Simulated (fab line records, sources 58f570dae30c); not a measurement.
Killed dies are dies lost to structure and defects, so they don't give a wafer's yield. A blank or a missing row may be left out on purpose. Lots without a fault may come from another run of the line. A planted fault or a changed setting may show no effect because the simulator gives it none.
Which tool did it? | flow berkeley_cmos170 | 7 lots, 21 wafers sampled, at 2 steps of a route of 331

WHAT THE GAUGES READ, wafer by wafer
UCB170_NSD_OVL_MEAS_07.
lot  | measured     | on         | NSD_OVL (nm)
L985 | day 9 05:17  | overlay-02 | 6 8 6
L986 | day 9 14:55  | overlay-01 | 3 -7 4
L992 | day 10 08:49 | overlay-01 | -2 -14 1
L993 | day 10 09:20 | overlay-02 | -1 -2 0
L996 | day 11 12:11 | overlay-01 | -3 -8 -8
L100 | day 11 12:58 | overlay-02 | 0 5 -3
L106 | day 12 22:28 | overlay-02 | 17 8 15

WHICH TOOL RAN EACH LOT (tool, then ch and the chambers of the sampled wafers, then the start)
lot  | UCB170_PLDD_STRIP_10
L985 | plasma_asher-03 ch 0, day 8 14:11
L986 | plasma_asher-01 ch 0,1, day 9 02:08
L992 | plasma_asher-01 ch 0,1, day 9 18:32
L993 | plasma_asher-01 ch 0,1, day 9 20:41
L996 | plasma_asher-03 ch 0,1, day 10 22:43
L100 | plasma_asher-01 ch 0,1, day 10 22:59
L106 | plasma_asher-04 ch 0,1, day 12 10:36
- UCB170_PLDD_STRIP_10: strips in O2.

THE ANSWER, worked out from the rows above alone
Rule: what is usual is taken from the lots themselves. Put in order of their means at a reading, lots are off if they are a third of the lots or fewer, leave a main group of 4 or more, and stand apart from it by a gap of 3 or more times the standard deviation of the main group's means; of several such gaps the widest counts. A main group whose means are all the same, to the digits that the tables above print for the reading, isn't used. A lot without any number at a reading at which 4 lots or more have one is off too. The other lots that the step has rows for count as sound.
No lot is off at any reading shown: from this, nothing can be told.

WHAT THE SIMULATOR HAD PUT IN
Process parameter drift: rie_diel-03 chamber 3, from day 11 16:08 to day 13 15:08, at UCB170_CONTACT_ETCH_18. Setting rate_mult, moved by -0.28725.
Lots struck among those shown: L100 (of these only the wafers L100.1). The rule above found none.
